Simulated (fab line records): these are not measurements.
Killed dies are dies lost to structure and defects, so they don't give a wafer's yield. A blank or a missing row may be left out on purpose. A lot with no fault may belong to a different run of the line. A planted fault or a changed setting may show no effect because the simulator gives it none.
Which tool is to blame? || flow berkeleyCmos170 || Sampling: 14 lots, 42 wafers, 6 of 331 route steps

== WHAT EACH GAUGE READ, for each wafer ==
UCB170_V1_CD_MEAS_12 targets a cd of 700 nm.
{"lot": "L744", "measured": "day 8 21:15", "on": "cdSem-01", "cdNm (nm)": "700.3 698.7 700.8"}
{"lot": "L749", "measured": "day 9 08:18", "on": "cdSem-02", "cdNm (nm)": "699.2 700.6 699.7"}
{"lot": "L747", "measured": "day 9 12:43", "on": "cdSem-02", "cdNm (nm)": "701.5 701.2 702.2"}
{"lot": "L746", "measured": "day 9 14:38", "on": "cdSem-02", "cdNm (nm)": "698.2 698.4 697.9"}
{"lot": "L750", "measured": "day 10 04:37", "on": "cdSem-02", "cdNm (nm)": "701.8 701.8 702.2"}
{"lot": "L753", "measured": "day 10 07:00", "on": "cdSem-02", "cdNm (nm)": "701.1 702.0 701.3"}
{"lot": "L752", "measured": "day 10 09:20", "on": "cdSem-01", "cdNm (nm)": "699.2 700.5 698.3"}
{"lot": "L757", "measured": "day 11 03:10", "on": "cdSem-01", "cdNm (nm)": "700.7 701.8 700.3"}
{"lot": "L755", "measured": "day 11 04:47", "on": "cdSem-01", "cdNm (nm)": "702.2 702.9 700.7"}
{"lot": "L759", "measured": "day 11 20:29", "on": "cdSem-01", "cdNm (nm)": "700.7 701.4 700.6"}
{"lot": "L761", "measured": "day 12 09:19", "on": "cdSem-02", "cdNm (nm)": "699.1 700.0 699.9"}
{"lot": "L762", "measured": "day 12 09:24", "on": "cdSem-02", "cdNm (nm)": "698.8 698.2 699.0"}
{"lot": "L766", "measured": "day 13 03:01", "on": "cdSem-01", "cdNm (nm)": "699.0 698.2 700.0"}
{"lot": "L767", "measured": "day 13 04:20", "on": "cdSem-01", "cdNm (nm)": "698.1 699.0 700.1"}

UCB170_V2_THK_MEAS_01.
{"lot": "L744", "measured": "day 9 02:05", "on": "filmMetro-03", "V2_TEOS_THK (nm)": "1889 1888 1917"}
{"lot": "L749", "measured": "day 9 11:31", "on": "filmMetro-04", "V2_TEOS_THK (nm)": "1893 1933 1932"}
{"lot": "L747", "measured": "day 9 16:36", "on": "filmMetro-04", "V2_TEOS_THK (nm)": "1854 1865 1873"}
{"lot": "L746", "measured": "day 9 18:28", "on": "filmMetro-03", "V2_TEOS_THK (nm)": "1892 1929 1913"}
{"lot": "L750", "measured": "day 10 08:02", "on": "filmMetro-01", "V2_TEOS_THK (nm)": "1884 1891 1904"}
{"lot": "L753", "measured": "day 10 11:23", "on": "filmMetro-01", "V2_TEOS_THK (nm)": "1900 1878 1918"}
{"lot": "L752", "measured": "day 10 13:52", "on": "filmMetro-03", "V2_TEOS_THK (nm)": "1885 1922 1914"}
{"lot": "L757", "measured": "day 11 06:23", "on": "filmMetro-04", "V2_TEOS_THK (nm)": "1881 1854 1905"}
{"lot": "L755", "measured": "day 11 08:11", "on": "filmMetro-03", "V2_TEOS_THK (nm)": "1944 1959 1946"}
{"lot": "L759", "measured": "day 12 00:13", "on": "filmMetro-01", "V2_TEOS_THK (nm)": "1907 1867 1949"}
{"lot": "L761", "measured": "day 12 15:11", "on": "filmMetro-01", "V2_TEOS_THK (nm)": "1941 1939 1944"}
{"lot": "L762", "measured": "day 12 15:24", "on": "filmMetro-04", "V2_TEOS_THK (nm)": "1914 1928 1941"}
{"lot": "L766", "measured": "day 13 08:56", "on": "filmMetro-01", "V2_TEOS_THK (nm)": "1893 1873 1919"}
{"lot": "L767", "measured": "day 13 09:07", "on": "filmMetro-03", "V2_TEOS_THK (nm)": "1926 1953 1900"}

UCB170_V2_OVL_MEAS_13.
{"lot": "L744", "measured": "day 9 04:50", "on": "overlay-02", "V2_OVL (nm)": "-1 2 2"}
{"lot": "L749", "measured": "day 9 14:25", "on": "overlay-02", "V2_OVL (nm)": "4 8 9"}
{"lot": "L747", "measured": "day 9 18:24", "on": "overlay-01", "V2_OVL (nm)": "7 3 0"}
{"lot": "L746", "measured": "day 9 21:12", "on": "overlay-02", "V2_OVL (nm)": "5 1 9"}
{"lot": "L750", "measured": "day 10 10:59", "on": "overlay-02", "V2_OVL (nm)": "3 -4 -4"}
{"lot": "L753", "measured": "day 10 13:52", "on": "overlay-01", "V2_OVL (nm)": "-7 -7 3"}
{"lot": "L752", "measured": "day 10 15:39", "on": "overlay-01", "V2_OVL (nm)": "10 4 7"}
{"lot": "L757", "measured": "day 11 08:22", "on": "overlay-01", "V2_OVL (nm)": "-5 -5 -5"}
{"lot": "L755", "measured": "day 11 10:01", "on": "overlay-01", "V2_OVL (nm)": "-7 3 -6"}
{"lot": "L759", "measured": "day 12 02:14", "on": "overlay-01", "V2_OVL (nm)": "1 2 9"}
{"lot": "L761", "measured": "day 12 18:02", "on": "overlay-02", "V2_OVL (nm)": "-4 -1 -1"}
{"lot": "L762", "measured": "day 12 18:04", "on": "overlay-01", "V2_OVL (nm)": "8 4 8"}
{"lot": "L766", "measured": "day 13 11:49", "on": "overlay-02", "V2_OVL (nm)": "6 5 9"}
{"lot": "L767", "measured": "day 13 12:01", "on": "overlay-01", "V2_OVL (nm)": "1 0 -5"}

UCB170_M3_RS_MEAS_02: uses a four-point probe to measure.
{"lot": "L744", "measured": "day 9 05:26", "on": "filmMetro-02", "M3_AL_RS (ohm/sq)": "0.0324 0.0318 0.0321"}
{"lot": "L749", "measured": "day 9 14:59", "on": "filmMetro-01", "M3_AL_RS (ohm/sq)": "0.0324 0.0325 0.0323"}
{"lot": "L747", "measured": "day 9 18:59", "on": "filmMetro-02", "M3_AL_RS (ohm/sq)": "0.0330 0.0328 0.0325"}
{"lot": "L746", "measured": "day 9 21:48", "on": "filmMetro-02", "M3_AL_RS (ohm/sq)": "0.0319 0.0317 0.0318"}
{"lot": "L750", "measured": "day 10 11:34", "on": "filmMetro-02", "M3_AL_RS (ohm/sq)": "0.0320 0.0321 0.0315"}
{"lot": "L753", "measured": "day 10 14:28", "on": "filmMetro-01", "M3_AL_RS (ohm/sq)": "0.0327 0.0326 0.0323"}
{"lot": "L752", "measured": "day 10 16:14", "on": "filmMetro-01", "M3_AL_RS (ohm/sq)": "0.0324 0.0324 0.0323"}
{"lot": "L757", "measured": "day 11 08:57", "on": "filmMetro-01", "M3_AL_RS (ohm/sq)": "0.0326 0.0326 0.0330"}
{"lot": "L755", "measured": "day 11 10:36", "on": "filmMetro-04", "M3_AL_RS (ohm/sq)": "0.0326 0.0324 0.0324"}
{"lot": "L759", "measured": "day 12 02:49", "on": "filmMetro-01", "M3_AL_RS (ohm/sq)": "0.0318 0.0192 0.0321 0.0318 0.0192 0.0321"}
{"lot": "L761", "measured": "day 12 18:40", "on": "filmMetro-02", "M3_AL_RS (ohm/sq)": "0.0325 0.0331 0.0325"}
{"lot": "L762", "measured": "day 12 18:44", "on": "filmMetro-01", "M3_AL_RS (ohm/sq)": "0.0192 0.0320 0.0319 0.0193 0.0320 0.0319"}
{"lot": "L766", "measured": "day 13 12:25", "on": "filmMetro-01", "M3_AL_RS (ohm/sq)": "0.0330 0.0328 0.0330"}
{"lot": "L767", "measured": "day 13 12:38", "on": "filmMetro-04", "M3_AL_RS (ohm/sq)": "0.0319 0.0320 0.0321"}

UCB170_M3_THK_MEAS_03: measures by xrf.
{"lot": "L744", "measured": "day 9 05:32", "on": "filmMetro-02", "M3_AL_THK (nm)": "876 891 886"}
{"lot": "L749", "measured": "day 9 15:07", "on": "filmMetro-01", "M3_AL_THK (nm)": "878 872 875"}
{"lot": "L747", "measured": "day 9 19:06", "on": "filmMetro-02", "M3_AL_THK (nm)": "862 863 875"}
{"lot": "L746", "measured": "day 9 21:55", "on": "filmMetro-02", "M3_AL_THK (nm)": "887 896 894"}
{"lot": "L750", "measured": "day 10 11:41", "on": "filmMetro-02", "M3_AL_THK (nm)": "884 886 902"}
{"lot": "L753", "measured": "day 10 14:35", "on": "filmMetro-01", "M3_AL_THK (nm)": "867 871 875"}
{"lot": "L752", "measured": "day 10 16:21", "on": "filmMetro-01", "M3_AL_THK (nm)": "875 877 878"}
{"lot": "L757", "measured": "day 11 09:04", "on": "filmMetro-01", "M3_AL_THK (nm)": "871 878 862"}
{"lot": "L755", "measured": "day 11 10:43", "on": "filmMetro-04", "M3_AL_THK (nm)": "878 888 886"}
{"lot": "L759", "measured": "day 12 10:48", "on": "filmMetro-01", "M3_AL_THK (nm)": "892 1459 885 890 1453 888"}
{"lot": "L761", "measured": "day 12 18:46", "on": "filmMetro-02", "M3_AL_THK (nm)": "872 852 867"}
{"lot": "L762", "measured": "day 12 21:34", "on": "filmMetro-01", "M3_AL_THK (nm)": "1457 888 888 1462 880 889"}
{"lot": "L766", "measured": "day 13 12:32", "on": "filmMetro-01", "M3_AL_THK (nm)": "862 869 863"}
{"lot": "L767", "measured": "day 13 12:44", "on": "filmMetro-04", "M3_AL_THK (nm)": "895 892 894"}

== EACH LOT AND THE TOOL THAT RAN IT (in order: tool; ch and the chambers of the sampled wafers; start) ==
{"lot": "L744", "UCB170_M3_SPUTTER_01": "pvdSputter-03, day 9 05:19"}
{"lot": "L749", "UCB170_M3_SPUTTER_01": "pvdSputter-03, day 9 14:55"}
{"lot": "L747", "UCB170_M3_SPUTTER_01": "pvdSputter-01, day 9 18:54"}
{"lot": "L746", "UCB170_M3_SPUTTER_01": "pvdSputter-03, day 9 21:42"}
{"lot": "L750", "UCB170_M3_SPUTTER_01": "pvdSputter-03, day 10 11:29"}
{"lot": "L753", "UCB170_M3_SPUTTER_01": "pvdSputter-01, day 10 14:22"}
{"lot": "L752", "UCB170_M3_SPUTTER_01": "pvdSputter-01, day 10 16:09"}
{"lot": "L757", "UCB170_M3_SPUTTER_01": "pvdSputter-01, day 11 08:52"}
{"lot": "L755", "UCB170_M3_SPUTTER_01": "pvdSputter-01, day 11 10:31"}
{"lot": "L759", "UCB170_M3_SPUTTER_01": "pvdSputter-03, day 12 02:44"}
{"lot": "L761", "UCB170_M3_SPUTTER_01": "pvdSputter-01, day 12 18:32"}
{"lot": "L762", "UCB170_M3_SPUTTER_01": "pvdSputter-03, day 12 18:38"}
{"lot": "L766", "UCB170_M3_SPUTTER_01": "pvdSputter-02, day 13 12:19"}
{"lot": "L767", "UCB170_M3_SPUTTER_01": "pvdSputter-01, day 13 12:31"}
- UCB170_M3_SPUTTER_01: material Al, target thk 900 nm, time 120 s.

== WHAT THE TOOLS THEMSELVES READ (means of the sampled wafers that have a number; where no wafer has one, the mark that the record gives instead) ==
UCB170_M3_SPUTTER_01.
{"lot": "L744", "tool": "pvdSputter-03", "cathodeDcPowerW (W)": 5999.2, "chamberPressurePa (Pa)": 0.5097, "throttleValvePct (%)": 29.5}
{"lot": "L749", "tool": "pvdSputter-03", "cathodeDcPowerW (W)": 6000.2, "chamberPressurePa (Pa)": 0.5101, "throttleValvePct (%)": 28.6}
{"lot": "L747", "tool": "pvdSputter-01", "cathodeDcPowerW (W)": 6001.0, "chamberPressurePa (Pa)": 0.5107, "throttleValvePct (%)": 30.3}
{"lot": "L746", "tool": "pvdSputter-03", "cathodeDcPowerW (W)": 5999.8, "chamberPressurePa (Pa)": 0.5100, "throttleValvePct (%)": 29.1}
{"lot": "L750", "tool": "pvdSputter-03", "cathodeDcPowerW (W)": 6000.6, "chamberPressurePa (Pa)": 0.5097, "throttleValvePct (%)": 29.2}
{"lot": "L753", "tool": "pvdSputter-01", "cathodeDcPowerW (W)": 5999.7, "chamberPressurePa (Pa)": 0.5107, "throttleValvePct (%)": 30.4}
{"lot": "L752", "tool": "pvdSputter-01", "cathodeDcPowerW (W)": 5999.9, "chamberPressurePa (Pa)": 0.5105, "throttleValvePct (%)": 29.9}
{"lot": "L757", "tool": "pvdSputter-01", "cathodeDcPowerW (W)": 6001.3, "chamberPressurePa (Pa)": 0.5103, "throttleValvePct (%)": 30.2}
{"lot": "L755", "tool": "pvdSputter-01", "cathodeDcPowerW (W)": 5999.9, "chamberPressurePa (Pa)": 0.5099, "throttleValvePct (%)": 30.5}
{"lot": "L759", "tool": "pvdSputter-03", "cathodeDcPowerW (W)": 5999.5, "chamberPressurePa (Pa)": 0.5093, "throttleValvePct (%)": 29.3}
{"lot": "L761", "tool": "pvdSputter-01", "cathodeDcPowerW (W)": 6001.2, "chamberPressurePa (Pa)": 0.5102, "throttleValvePct (%)": 31.1}
{"lot": "L762", "tool": "pvdSputter-03", "cathodeDcPowerW (W)": 6001.5, "chamberPressurePa (Pa)": 0.5083, "throttleValvePct (%)": 29.3}
{"lot": "L766", "tool": "pvdSputter-02", "cathodeDcPowerW (W)": 5999.5, "chamberPressurePa (Pa)": 0.5107, "throttleValvePct (%)": 29.9}
{"lot": "L767", "tool": "pvdSputter-01", "cathodeDcPowerW (W)": 5999.9, "chamberPressurePa (Pa)": 0.5104, "throttleValvePct (%)": 30.2}

== THE ANSWER, worked out from the rows above alone ==
Rule: what is usual is taken from the lots themselves. The widest of any qualifying gaps counts: lots, ordered by their means at a reading, are off when they make up no more than a third of the lots, leave a main group of 4 or more, and stand apart from it by 3 or more times the standard deviation of that group's means. A main group is skipped when, at the precision printed for the reading in the tables above, its means are all equal. Also off: a lot with no number at a reading for which 4 or more lots have one. All remaining lots with rows at the step are treated as sound. Order of review: gauges by route order, followed by the tools' own readings, for which a lot's mean as printed above is used. The first step at which some lot is off is used, and at that step the reading that is off furthest; a lot without a number counts as furthest.
Off: at UCB170_M3_RS_MEAS_02 (M3_AL_RS), L759, L762. The main group: mean 0.0324 ohm/sq, standard deviation 0.00036.
A tool fits if, at a process step before that reading, it ran every lot that is off, and no sound lot after the first of them. Those tools and the gauges at UCB170_M3_RS_MEAS_02 are tried in the same way. One candidate fits, namely pvdSputter-03 at UCB170_M3_SPUTTER_01. Its last sound lot is L750 (day 10 11:29), its first lot that is off L759 (day 12 02:44): a fault that began between those two fits.

== WHAT WAS PUT IN BY THE SIMULATOR ==
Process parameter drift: pvdSputter-03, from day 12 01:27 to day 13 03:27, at UCB170_M3_SPUTTER_01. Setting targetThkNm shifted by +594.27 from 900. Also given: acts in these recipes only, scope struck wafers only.
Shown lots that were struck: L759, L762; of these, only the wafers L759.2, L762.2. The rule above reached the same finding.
